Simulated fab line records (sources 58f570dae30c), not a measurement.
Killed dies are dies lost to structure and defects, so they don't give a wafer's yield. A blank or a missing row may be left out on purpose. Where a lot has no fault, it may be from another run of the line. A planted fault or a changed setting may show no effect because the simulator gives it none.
The tool behind it: which one?    flow berkeley_cmos170    18 wafers from 6 lots sampled at 2 of the route's 331 steps

WHAT THE GAUGES SHOWED, per wafer
UCB170_GATE_OVL_MEAS_13.
lot   measured      on          GATE_OVL (nm)
L637  day 7 17:10   overlay-01  29 33 35
L640  day 7 17:22   overlay-01  22 25 31
L647  day 9 07:17   overlay-02  25 23 24
L650  day 10 06:38  overlay-01  7 7 10
L657  day 11 09:02  overlay-02  -2 -2 -3
L656  day 11 12:58  overlay-01  3 6 4

TOOL THAT RAN EACH LOT (tool first, then ch and the chambers of the sampled wafers, then the start)
lot   UCB170_GATE_EXPOSE_09
L637  krf_scanner-02 ch 0, day 7 16:40
L640  krf_scanner-02 ch 0, day 7 16:48
L647  krf_scanner-02 ch 0, day 9 06:19
L650  krf_scanner-01 ch 0, day 10 05:57
L657  krf_scanner-01 ch 0, day 11 08:31
L656  krf_scanner-01 ch 0, day 11 12:27
- UCB170_GATE_EXPOSE_09: exposes mask POLY, target cd 350 nm.

THE ANSWER, worked out from the rows above alone
Rule: the usual values come from the lots themselves. The widest of any qualifying gaps counts: lots, ordered by their means at a reading, are off when they make up no more than a third of the lots, leave a main group of 4 or more, and stand apart from it by 3 or more times the standard deviation of that group's means. A main group whose means are all the same, to the digits that the tables above print for the reading, isn't used. A lot without any number at a reading at which 4 lots or more have one is off too. The other lots that the step has rows for count as sound.
Across all readings shown, no lot is off: no conclusion can be drawn from this.

WHAT WAS PUT IN BY THE SIMULATOR
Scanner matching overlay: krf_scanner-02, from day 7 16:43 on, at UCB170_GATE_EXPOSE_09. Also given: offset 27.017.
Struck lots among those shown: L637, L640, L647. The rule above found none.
